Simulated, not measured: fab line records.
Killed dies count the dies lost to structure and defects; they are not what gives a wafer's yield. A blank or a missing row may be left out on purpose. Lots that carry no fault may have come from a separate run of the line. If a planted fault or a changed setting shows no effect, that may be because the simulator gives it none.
fab line records ; flow ritCmos
record: lots: 13; wafers: 39; lastDay: 7
route steps=202 shown ACTIVE@12 PRETRO@73 NSD@140 CONTACT@177
lots that met no fault: taken from a fault-free run of the same line
startH: hours from the record's first day to the start of the lot's first wafer shown ; waitH: how many hours have passed since the lot's step before this one ; " same as the row above ; L1.1+2: one row covering several wafers at once ; - no value, or no start was given ; * or withheld: withheld ; < > ~ a bound
route shown NAME@n: NAME is a module with steps in the file, n the number in the route of the first one ; usual: average and standard deviation across the fault-free wafers ; same: alike in all rows ; chamber/n: place in a boat ; sites: each site's reading ; _std_site: their standard deviation ; _edge_site: the outer-site mean with the inner-site mean subtracted ; radiusMm: for every site, how far away it sits from the centre of the wafer ; mask NAME#n: copy n ; behind: the most recent tool/chamber to have shaped the wafer ; hold: why the lot was held/for how many hours/how that ended ; device: the n, p or np transistor that did not switch ; end of line: tests run on the same wafers once the route is complete ; a step given without rows: its recipe and nothing more ; killed: not the wafer's yield, but the dies lost to structure and defects at the first sort ; map: shows each die of a wafer: x if killed, . if not, _ if none is there
set.NAME: the run value of the setting; set.NAME@STEP: its run value at that earlier step ; model.NAME: the simulator's own value behind a step, which no gauge read
one table for each step of the route and one row for each wafer, over a sample of lots
services: a tool's chamber out of use, with start hour (startH, from the record's first day; less than 0 if before it), hours out, and reason
== steps ==
step: RIT_ACTIVE_CD_MEAS_11
recipe: targetCdNm: 1400
usual: cdNm: 1399.8/2.6
lot.wafer;tool;chamber;startH;waitH;cdNm
L861.1;cdSem-02;-;16.57;-;1402.2
L861.3;cdSem-02;-;16.57;-;1401.7
L861.4;cdSem-02;-;16.57;-;1402.1
L863.1;cdSem-02;-;24.44;-;1400.6
L863.3;cdSem-02;-;24.44;-;1402.7
L863.5;cdSem-02;-;24.44;-;1402.2
L864.1;cdSem-02;-;29.56;-;1399.7
L864.2;cdSem-02;-;29.56;-;1400.0
L864.6;cdSem-02;-;29.56;-;1402.0
L865.2;cdSem-02;-;34.57;-;1404.0
L865.4;cdSem-02;-;34.57;-;1402.1
L865.5;cdSem-02;-;34.57;-;1401.0
L866.2;cdSem-02;-;40.64;-;1399.4
L866.3;cdSem-02;-;40.64;-;1401.4
L866.6;cdSem-02;-;40.64;-;1399.8
L867.1;cdSem-02;-;44.56;-;1396.8
L867.2;cdSem-02;-;44.56;-;1396.8
L867.3;cdSem-02;-;44.56;-;1398.0
L869.1;cdSem-02;-;55.08;-;1399.5
L869.2;cdSem-02;-;55.08;-;1400.6
L869.3;cdSem-02;-;55.08;-;1400.9
L871.1;cdSem-02;-;64.85;-;1398.5
L871.3;cdSem-02;-;64.85;-;1398.4
L871.5;cdSem-02;-;64.85;-;1399.9
L873.2;cdSem-02;-;74.46;-;1402.5
L873.4;cdSem-02;-;74.46;-;1402.4
L873.5;cdSem-02;-;74.46;-;1402.0
L876.1;cdSem-01;-;89.44;-;1395.6
L876.2;cdSem-01;-;89.44;-;1395.6
L876.3;cdSem-01;-;89.44;-;1396.8
L880.2;cdSem-01;-;109.46;-;1404.0
L880.4;cdSem-01;-;109.46;-;1403.7
L880.5;cdSem-01;-;109.46;-;1403.0
L882.2;cdSem-02;-;120.89;-;1403.6
L882.4;cdSem-02;-;120.89;-;1404.9
L882.5;cdSem-02;-;120.89;-;1402.9
L883.3;cdSem-01;-;125.13;-;1399.8
L883.5;cdSem-01;-;125.13;-;1398.9
L883.6;cdSem-01;-;125.13;-;1402.4
step: RIT_PRETRO_STRIP_09
recipe: chemistry: O2; timeS: 180; resist: NOVOLAK; platenTempC: withheld; powerW: 500; pressureMtorr: 4000; o2FlowSccm: 4000
usual: drypumpMotorCurrentA: 5.5/0.48; runLengthS: 208.1/0.39
lot.wafer;tool;chamber;startH;waitH;drypumpMotorCurrentA;rfHoursCounterH;runLengthS
L861.1;plasmaAsher-03;1;33.08;0.1;6.0;36;208.0
L861.3;plasmaAsher-03;0;33.08;0.1;5.0;-;208.0
L861.4;plasmaAsher-03;1;33.08;0.1;6.0;-;207.8
L863.1;plasmaAsher-03;0;41.64;0.1;5.1;37;208.1
L863.3;plasmaAsher-03;1;41.64;0.1;6.0;-;207.5
L863.5;plasmaAsher-03;1;41.64;0.1;6.0;-;207.9
L864.1;plasmaAsher-01;1;46.15;0.1;6.0;41;208.0
L864.2;plasmaAsher-01;0;46.15;0.1;5.1;41;208.4
L864.6;plasmaAsher-01;0;46.15;0.1;5.1;-;208.3
L865.2;plasmaAsher-03;1;51.12;0.1;6.0;38;207.4
L865.4;plasmaAsher-03;0;51.12;0.1;5.0;-;208.1
L865.5;plasmaAsher-03;0;51.12;0.1;5.0;-;208.1
L866.2;plasmaAsher-01;0;58.21;0.1;5.1;43;208.3
L866.3;plasmaAsher-01;0;58.21;0.1;5.1;-;208.2
L866.6;plasmaAsher-01;0;58.21;0.1;5.1;-;208.5
L867.1;plasmaAsher-03;1;62.01;0.1;6.0;39;207.7
L867.2;plasmaAsher-03;0;62.01;0.1;5.0;39;208.1
L867.3;plasmaAsher-03;0;62.01;0.1;5.0;-;207.6
L869.1;plasmaAsher-04;0;71.68;0.1;4.9;44;209.0
L869.2;plasmaAsher-04;1;71.68;0.1;6.0;44;208.8
L869.3;plasmaAsher-04;0;71.68;0.1;4.9;-;209.1
L871.1;plasmaAsher-03;0;82.45;0.1;5.0;41;207.8
L871.3;plasmaAsher-03;0;82.45;0.1;5.0;-;207.7
L871.5;plasmaAsher-03;0;82.45;0.1;5.0;-;208.3
L873.2;plasmaAsher-03;0;90.79;0.1;5.0;42;207.7
L873.4;plasmaAsher-03;0;90.79;0.1;5.0;-;208.1
L873.5;plasmaAsher-03;1;90.79;0.1;6.0;-;207.6
L876.1;plasmaAsher-04;1;106.26;0.1;6.1;48;27.4
L876.2;plasmaAsher-04;0;106.26;0.1;5.0;48;27.2
L876.3;plasmaAsher-04;0;106.26;0.1;5.0;-;27.3
L880.2;plasmaAsher-01;1;130.07;0.1;5.9;51;208.3
L880.4;plasmaAsher-01;1;130.07;0.1;5.9;-;208.1
L880.5;plasmaAsher-01;1;130.07;0.1;5.9;-;207.9
L882.2;plasmaAsher-01;0;141.87;0.1;5.1;52;209.0
L882.4;plasmaAsher-01;1;141.87;0.1;6.0;-;208.2
L882.5;plasmaAsher-01;1;141.87;0.1;5.9;-;207.9
L883.3;plasmaAsher-03;1;144.20;0.1;6.0;-;207.9
L883.5;plasmaAsher-03;0;144.20;0.1;5.0;-;207.8
L883.6;plasmaAsher-03;1;144.20;0.1;5.9;-;207.7
step: RIT_NSD_STRIP_09
recipe: chemistry: O2; timeS: 180; resist: NOVOLAK; platenTempC: withheld; powerW: 500; pressureMtorr: 4000; o2FlowSccm: 4000
usual: drypumpMotorCurrentA: 5.5/0.48; runLengthS: 208.1/0.36
lot.wafer;tool;chamber;startH;waitH;drypumpMotorCurrentA;rfHoursCounterH;runLengthS
L861.1;plasmaAsher-03;1;49.93;0.1;6.0;38;207.9
L861.3;plasmaAsher-03;0;49.93;0.1;5.0;-;208.1
L861.4;plasmaAsher-03;1;49.93;0.1;6.0;-;207.7
L863.1;plasmaAsher-01;1;57.36;0.1;5.9;42;208.0
L863.3;plasmaAsher-01;0;57.36;0.1;5.1;-;208.6
L863.5;plasmaAsher-01;0;57.36;0.1;5.1;-;208.6
L864.1;plasmaAsher-01;0;62.31;0.1;5.1;43;208.5
L864.2;plasmaAsher-01;1;62.31;0.1;6.0;43;208.1
L864.6;plasmaAsher-01;1;62.31;0.1;6.0;-;207.8
L865.2;plasmaAsher-03;0;68.96;0.1;5.0;40;208.1
L865.4;plasmaAsher-03;0;68.96;0.1;5.0;-;207.6
L865.5;plasmaAsher-03;0;68.96;0.1;5.0;-;207.9
L866.2;plasmaAsher-03;1;74.23;0.1;6.0;41;207.7
L866.3;plasmaAsher-03;1;74.23;0.1;6.0;-;207.5
L866.6;plasmaAsher-03;1;74.23;0.1;6.0;-;207.8
L867.1;plasmaAsher-01;1;77.34;0.1;5.9;45;207.8
L867.2;plasmaAsher-01;0;77.34;0.1;5.1;45;208.3
L867.3;plasmaAsher-01;0;77.34;0.1;5.1;-;209.0
L869.1;plasmaAsher-04;1;87.03;0.1;6.1;45;208.3
L869.2;plasmaAsher-04;0;87.03;0.1;5.0;45;208.3
L869.3;plasmaAsher-04;1;87.03;0.1;6.1;-;208.3
L871.1;plasmaAsher-03;0;97.77;0.1;5.0;43;207.7
L871.3;plasmaAsher-03;1;97.77;0.1;6.0;-;208.1
L871.5;plasmaAsher-03;1;97.77;0.1;6.0;-;207.7
L873.2;plasmaAsher-03;1;106.84;0.1;5.9;44;207.8
L873.4;plasmaAsher-03;1;106.84;0.1;5.9;-;207.7
L873.5;plasmaAsher-03;1;106.84;0.1;5.9;-;207.7
L880.2;plasmaAsher-01;0;147.62;0.1;5.1;53;209.0
L880.4;plasmaAsher-01;1;147.62;0.1;6.0;-;208.3
L880.5;plasmaAsher-01;1;147.62;0.1;5.9;-;208.2
L882.2;plasmaAsher-04;0;156.91;0.1;4.9;54;208.2
L882.4;plasmaAsher-04;0;156.91;0.1;5.0;-;208.3
L882.5;plasmaAsher-04;1;156.91;0.1;6.1;-;208.3
L883.3;plasmaAsher-04;1;159.17;0.1;6.0;-;208.2
L883.5;plasmaAsher-04;0;159.17;0.1;4.9;-;209.0
L883.6;plasmaAsher-04;1;159.17;0.1;6.0;-;208.2
step: RIT_CONTACT_OVL_MEAS_09
usual: CONTACT_OVL: -0.8/1.2
lot.wafer;tool;chamber;startH;waitH;CONTACT_OVL[nm]
L861.1;overlay-01;-;54.37;0.1;-2.3
L861.3;overlay-01;-;54.37;0.1;-1.1
L861.4;overlay-01;-;54.37;0.1;-0.1
L863.1;overlay-01;-;61.70;0.1;-1.2
L863.3;overlay-01;-;61.70;0.1;0.7
L863.5;overlay-01;-;61.70;0.1;-1.9
L864.1;overlay-02;-;66.60;0.1;-1.4
L864.2;overlay-02;-;66.60;0.1;-0.2
L864.6;overlay-02;-;66.60;0.1;-2.6
L865.2;overlay-02;-;73.25;0.1;0.6
L865.4;overlay-02;-;73.25;0.1;0.9
L865.5;overlay-02;-;73.25;0.1;0.5
L866.2;overlay-01;-;78.64;0.1;-3.5
L866.3;overlay-01;-;78.64;0.1;-2.3
L866.6;overlay-01;-;78.64;0.1;-1.1
L867.1;overlay-02;-;81.92;0.1;0.3
L867.2;overlay-02;-;81.92;0.1;-1.3
L867.3;overlay-02;-;81.92;0.1;0.2
L869.1;overlay-01;-;91.56;0.1;-0.5
L869.2;overlay-01;-;91.56;0.1;-1.8
L869.3;overlay-01;-;91.56;0.1;-2.9
L871.1;overlay-02;-;102.18;0.1;-2.4
L871.3;overlay-02;-;102.18;0.1;-1.8
L871.5;overlay-02;-;102.18;0.1;0.5
L873.2;overlay-01;-;111.24;0.1;-1.8
L873.4;overlay-01;-;111.24;0.1;-3.5
L873.5;overlay-01;-;111.24;0.1;-0.8
L880.2;overlay-02;-;152.11;0.1;-1.9
L880.4;overlay-02;-;152.11;0.1;1.0
L880.5;overlay-02;-;152.11;0.1;-0.7
L882.2;overlay-01;-;161.41;0.1;-2.9
L882.4;overlay-01;-;161.41;0.1;-3.5
L882.5;overlay-01;-;161.41;0.1;-2.7
L883.3;overlay-02;-;163.54;0.1;-1.8
L883.5;overlay-02;-;163.54;0.1;-2.5
L883.6;overlay-02;-;163.54;0.1;0.4
== services ==
tool;chamber;startH;hours;kind
plasmaAsher-03;-;108.75;9.0;pm
plasmaAsher-03;0;108.75;9.0;ventCycle
plasmaAsher-03;1;108.75;9.0;ventCycle
plasmaAsher-01;-;115.41;1.7;repair
plasmaAsher-03;0;117.75;-;clean
plasmaAsher-03;1;117.75;-;clean
plasmaAsher-04;-;119.81;1.1;repair
plasmaAsher-03;-;129.50;4.1;repair
plasmaAsher-03;-;135.38;6.6;repair
== key ==
firstSign: step: RIT_PRETRO_STRIP_09; reading: runLengthS; direction: down; sigmas: 99+; usual: *; struck: *
effect none on later readings
metAt RIT_PRETRO_STRIP_09
struckLots L876
laterRowsLeftOut L876.1,L876.2,L876.3
sortLeftOut L876.1,L876.2,L876.3
testerLeftOut L876
notActingAt RIT_ACTIVE_CD_MEAS_11,RIT_NSD_STRIP_09,RIT_CONTACT_OVL_MEAS_09
onsetBetween 71.68 106.26
fault: kind: stripAborted; tool: plasmaAsher-04; chamber: -; onsetH: 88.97; steps: RIT_PRETRO_STRIP_09; offset: 0.85; endH: 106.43
testerLeftOut: of these lots the tester's yield and bins aren't shown, on N5 and GAA mostly nor the transistor test; their killed dies are dies lost to structure and defects alone, not to doping, threshold or leakage, so they don't give the yield
sortLeftOut: the simulated sort isn't trusted on such a fault, so these wafers' sort isn't shown, and their yield isn't known
laterRowsLeftOut: the simulator's readings of these wafers behind a module that went badly wrong aren't trusted and aren't shown, but for the sort
